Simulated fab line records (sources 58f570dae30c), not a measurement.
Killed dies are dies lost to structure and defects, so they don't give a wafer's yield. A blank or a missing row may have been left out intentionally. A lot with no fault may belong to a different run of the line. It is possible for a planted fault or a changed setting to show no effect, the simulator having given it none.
Lot-split experiment + flow berkeleyCmos170 + 23 wafers read from 5 lots, route of 331 steps

THE SPLIT
At UCB170_V1_CMP_02 (polishes SiO2), the setting leaveAboveRefNm was moved away from the recipe's 1000 nm on 5 of the 23 wafers read, by +3.3% to +3.5%. The other wafers ran this setting at the recipe's value.

No step appears in the file between the split and the reading.

THE READING
V1_POLISHED_THK, in nm, at UCB170_V1_THK_MEAS_04. A value of 1000.3 nm with a standard deviation of 1 nm is what fault-free wafers of this fab line usually give.

| wafer  | tool, chamber at the split | leaveAboveRefNm as run, nm | against the recipe | V1_POLISHED_THK, nm | against lot-mates on the recipe |
|--------|----------------------------|----------------------------|--------------------|---------------------|---------------------------------|
| L075.1 | cmp-01, 2                  | 1000                       | recipe             | 1000.4              | -                               |
| L075.2 | cmp-01, 1,3                | 1033                       | +3.3%              | 1033.2              | +33.2                           |
| L075.3 | cmp-01, 1,3                | 1033                       | +3.3%              | 1032.5              | +32.5                           |
| L075.4 | cmp-01, 0                  | 1033                       | +3.3%              | 1034.5              | +34.5                           |
| L075.5 | cmp-01, 0                  | 1000                       | recipe             | 999.7               | -                               |
| L077.1 | cmp-02, 1,3                | 1000                       | recipe             | 1000.4              | -                               |
| L077.2 | cmp-02, 1,3                | 1000                       | recipe             | 1001.0              | -                               |
| L077.4 | cmp-02, 2                  | 1000                       | recipe             | 1002.4              | -                               |
| L077.5 | cmp-02, 2                  | 1000                       | recipe             | 1001.8              | -                               |
| L077.6 | cmp-02, 1                  | 1000                       | recipe             | 999.7               | -                               |
| L085.2 | cmp-01, 0,2                | 1000                       | recipe             | 1001.3              | -                               |
| L085.3 | cmp-01, 1,2                | 1035                       | +3.5%              | 1035.0              | +34.3                           |
| L085.4 | cmp-01, 1,2                | 1035                       | +3.5%              | 1035.1              | +34.4                           |
| L085.5 | cmp-01, 1                  | 1000                       | recipe             | 1000.8              | -                               |
| L085.6 | cmp-01, 0,2                | 1000                       | recipe             | 1000.0              | -                               |
| L084.2 | cmp-01, 2                  | 1000                       | recipe             | 999.3               | -                               |
| L084.3 | cmp-01, 3                  | 1000                       | recipe             | 1002.7              | -                               |
| L084.6 | cmp-01, 3                  | 1000                       | recipe             | 1000.1              | -                               |
| L083.1 | cmp-01, 1,0,1              | 1000                       | recipe             | 1000.9              | -                               |
| L083.2 | cmp-01, 2                  | 1000                       | recipe             | 1001.9              | -                               |
| L083.3 | cmp-01, 1,0,1              | 1000                       | recipe             | 1000.4              | -                               |
| L083.5 | cmp-01, 2                  | 1000                       | recipe             | 1001.3              | -                               |
| L083.6 | cmp-01, 1,0,1              | 1000                       | recipe             | 1000.8              | -                               |
When a row names more than one chamber, that row covers several wafers, and the file does not tell which wafer ran in which chamber.

THE FIT
A straight line over all 23 wafers: V1_POLISHED_THK changes by +9.83 nm for each +1% of leaveAboveRefNm; r = +1.00; the points scatter about the line by 0.91 nm.
The same after taking each lot's own level away (the mean of its wafers on the recipe; 23 wafers): +9.98 nm for each +1%; r = +1.00; scatter 0.89 nm.
That fit puts the effect of the largest move of leaveAboveRefNm on the reading at 35 nm.
The lots' own levels span 1000.05 to 1001.06 nm, that is 1.0 times the standard deviation above.
Consequently the slope shifts little with the lot-to-lot level, the two slopes agreeing.
Check: for one of the wafers moved furthest among these (+3.5%), held out of the fit, the line's prediction against its lot-mates is +35.1 nm. Against them it came out at +34.3 nm.

OTHER SPLITS APPLIED TO THESE WAFERS
Note: prior to the reading, these wafers also went through further splits. Each is held against what the fit with the lots' levels taken away leaves over:
| other split on the same wafers     | wafers away from the commonest value | r with V1_POLISHED_THK (lot level and that fit taken away) |
|------------------------------------|--------------------------------------|------------------------------------------------------------|
| UCB170_PSD_PEB_04 pebTempC         | 10                                   | -0.18                                                      |
| UCB170_BACKSIDE_STRIP_03 powerW    | 7                                    | -0.05                                                      |
| UCB170_SILICIDE_SPUTTER_01 timeS   | 7                                    | -0.11                                                      |
| UCB170_CONTACT_COAT_10 resistThkNm | 7                                    | -0.24                                                      |
| UCB170_M1_METAL_ETCH_12 icpW       | 8                                    | -0.06                                                      |

THE WHOLE CHAIN: every reading that the file lists as answering this split, in the file's order
| step                  | what it does                                                              | reading                                                                  | change (the file's fit)              | r (the file's) |
|-----------------------|---------------------------------------------------------------------------|--------------------------------------------------------------------------|--------------------------------------|----------------|
| UCB170_V1_CMP_02      | polishes SiO2                                                             | SiO2_of_V1_CVD_00.thkNm (the simulator's own value, which no gauge read) | +10.1 nm for each +1% of the setting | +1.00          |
| UCB170_V1_THK_MEAS_04 |                                                                           | V1_POLISHED_THK                                                          | +9.95 for each +1% of the setting    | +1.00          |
| UCB170_V1_ETCH_14     | etches SiO2 in CHF3/CF4/Ar, stops on Al, target depth 1250 nm, time 291 s | etch.depthNm (the simulator's own value, which no gauge read)            | +10.1 nm for each +1% of the setting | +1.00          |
| UCB170_V1_ETCH_14     | etches SiO2 in CHF3/CF4/Ar, stops on Al, target depth 1250 nm, time 291 s | V1.featureDepthNm (the simulator's own value, which no gauge read)       | +9.97 nm for each +1% of the setting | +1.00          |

FILE'S OWN FIT
V1_POLISHED_THK changes by +9.95 nm for each +1% of leaveAboveRefNm, r = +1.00.
